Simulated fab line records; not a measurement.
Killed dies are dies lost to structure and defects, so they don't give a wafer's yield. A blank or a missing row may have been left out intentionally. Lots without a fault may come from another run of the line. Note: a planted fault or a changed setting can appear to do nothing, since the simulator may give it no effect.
The tool behind it: which one? / flow rit_cmos / 13 lots, 39 wafers sampled, at 2 steps of a route of 202

WHAT EACH GAUGE READ, for each wafer
RIT_CONTACT_THK_MEAS_01. Usual: for CONTACT_TEOS_THK the level is 400 nm and the standard deviation is 5.5.
lot=L828; measured=day 3 05:23; on=film_metro-04; CONTACT_TEOS_THK (nm)=399 391 395; flag=
lot=L829; measured=day 3 11:42; on=film_metro-03; CONTACT_TEOS_THK (nm)=394 394 402; flag=
lot=L831; measured=day 3 23:58; on=film_metro-04; CONTACT_TEOS_THK (nm)=388 394 406; flag=
lot=L832; measured=day 4 04:38; on=film_metro-01; CONTACT_TEOS_THK (nm)=395 404 405; flag=
lot=L834; measured=day 4 15:01; on=film_metro-04; CONTACT_TEOS_THK (nm)=396 403 409; flag=
lot=L835; measured=day 4 18:43; on=film_metro-01; CONTACT_TEOS_THK (nm)=400 398 414; flag=
lot=L836; measured=day 5 00:28; on=film_metro-03; CONTACT_TEOS_THK (nm)=397 401 405; flag=
lot=L837; measured=day 5 05:26; on=film_metro-04; CONTACT_TEOS_THK (nm)=395 407 405; flag=
lot=L839; measured=day 5 12:46; on=film_metro-04; CONTACT_TEOS_THK (nm)=389 401 400; flag=
lot=L841; measured=day 5 21:07; on=film_metro-03; CONTACT_TEOS_THK (nm)=391 696 399 391 696 400; flag=OFF
lot=L847; measured=day 7 08:37; on=film_metro-01; CONTACT_TEOS_THK (nm)=397 406 408; flag=
lot=L849; measured=day 7 14:35; on=film_metro-03; CONTACT_TEOS_THK (nm)=400 401 407; flag=
lot=L851; measured=day 8 00:07; on=film_metro-01; CONTACT_TEOS_THK (nm)=409 394 400; flag=

WHICH TOOL RAN EACH LOT (tool, then ch and the chambers of the sampled wafers, then the start)
lot=L828; RIT_CONTACT_CVD_00=pecvd-04 ch 0,1,2, day 3 05:20
lot=L829; RIT_CONTACT_CVD_00=pecvd-02 ch 0,1, day 3 11:39
lot=L831; RIT_CONTACT_CVD_00=pecvd-04 ch 0,2, day 3 23:55
lot=L832; RIT_CONTACT_CVD_00=pecvd-02 ch 0,1,2, day 4 04:35
lot=L834; RIT_CONTACT_CVD_00=pecvd-04 ch 0,2, day 4 14:58
lot=L835; RIT_CONTACT_CVD_00=pecvd-02 ch 0,1,2, day 4 18:40
lot=L836; RIT_CONTACT_CVD_00=pecvd-01 ch 0,1, day 5 00:25
lot=L837; RIT_CONTACT_CVD_00=pecvd-04 ch 0,1,2, day 5 05:22
lot=L839; RIT_CONTACT_CVD_00=pecvd-01 ch 0,1,2, day 5 12:43
lot=L841; RIT_CONTACT_CVD_00=pecvd-02 ch 0,1,2, day 5 21:04
lot=L847; RIT_CONTACT_CVD_00=pecvd-01 ch 0,1, day 7 08:34
lot=L849; RIT_CONTACT_CVD_00=pecvd-04 ch 0,1, day 7 14:32
lot=L851; RIT_CONTACT_CVD_00=pecvd-01 ch 0,2, day 8 00:03
- RIT_CONTACT_CVD_00: deposits SiO2 from TEOS, target thk 400 nm, time 61 s.

WHAT THE TOOLS THEMSELVES READ (means of the sampled wafers that have a number; where no wafer has one, the mark that the record gives instead)
RIT_CONTACT_CVD_00. Usual: heater_power_w 312 W, standard deviation 45; rf_fwd_power_W 396.7 W, standard deviation 1.6.
lot=L828; tool=pecvd-04; heater_power_w (W)=316; rf_fwd_power_W (W)=397.5; flag=
lot=L829; tool=pecvd-02; heater_power_w (W)=339; rf_fwd_power_W (W)=397.4; flag=
lot=L831; tool=pecvd-04; heater_power_w (W)=381; rf_fwd_power_W (W)=395.8; flag=
lot=L832; tool=pecvd-02; heater_power_w (W)=320; rf_fwd_power_W (W)=396.1; flag=
lot=L834; tool=pecvd-04; heater_power_w (W)=361; rf_fwd_power_W (W)=397.6; flag=
lot=L835; tool=pecvd-02; heater_power_w (W)=317; rf_fwd_power_W (W)=396.4; flag=
lot=L836; tool=pecvd-01; heater_power_w (W)=292; rf_fwd_power_W (W)=397.8; flag=
lot=L837; tool=pecvd-04; heater_power_w (W)=321; rf_fwd_power_W (W)=397.6; flag=
lot=L839; tool=pecvd-01; heater_power_w (W)=260; rf_fwd_power_W (W)=396.8; flag=
lot=L841; tool=pecvd-02; heater_power_w (W)=314; rf_fwd_power_W (W)=395.6; flag=
lot=L847; tool=pecvd-01; heater_power_w (W)=267; rf_fwd_power_W (W)=397.8; flag=
lot=L849; tool=pecvd-04; heater_power_w (W)=336; rf_fwd_power_W (W)=396.0; flag=
lot=L851; tool=pecvd-01; heater_power_w (W)=267; rf_fwd_power_W (W)=394.2; flag=

THE ANSWER, worked out from the rows above alone
Rule: lot off if the mean of its wafers having a number is beyond 3 standard deviations from the usual mean. Also off: a lot with no number at a reading for which 4 or more lots have one. The other lots that the step has rows for count as sound. After the gauges, taken in route order, come the tools' own readings; for these a lot's mean is taken, as printed above. At the first step where some lot is off, the reading lying furthest off is the one used; lots without a number count as furthest.
Off: L841, seen at RIT_CONTACT_THK_MEAS_01 (CONTACT_TEOS_THK).
If a tool, at a process step before that reading, ran all the lots that are off and no sound lot after the first of them, it fits. The gauges at RIT_CONTACT_THK_MEAS_01 are tried like those tools. One candidate fits, namely pecvd-02 at RIT_CONTACT_CVD_00. Its last sound lot is L835 (day 4 18:40), its first lot that is off L841 (day 5 21:04): a fault that began between those two fits.

WHAT THE SIMULATOR PUT IN
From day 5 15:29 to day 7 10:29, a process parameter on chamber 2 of pecvd-02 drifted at RIT_CONTACT_CVD_00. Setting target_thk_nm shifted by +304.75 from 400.
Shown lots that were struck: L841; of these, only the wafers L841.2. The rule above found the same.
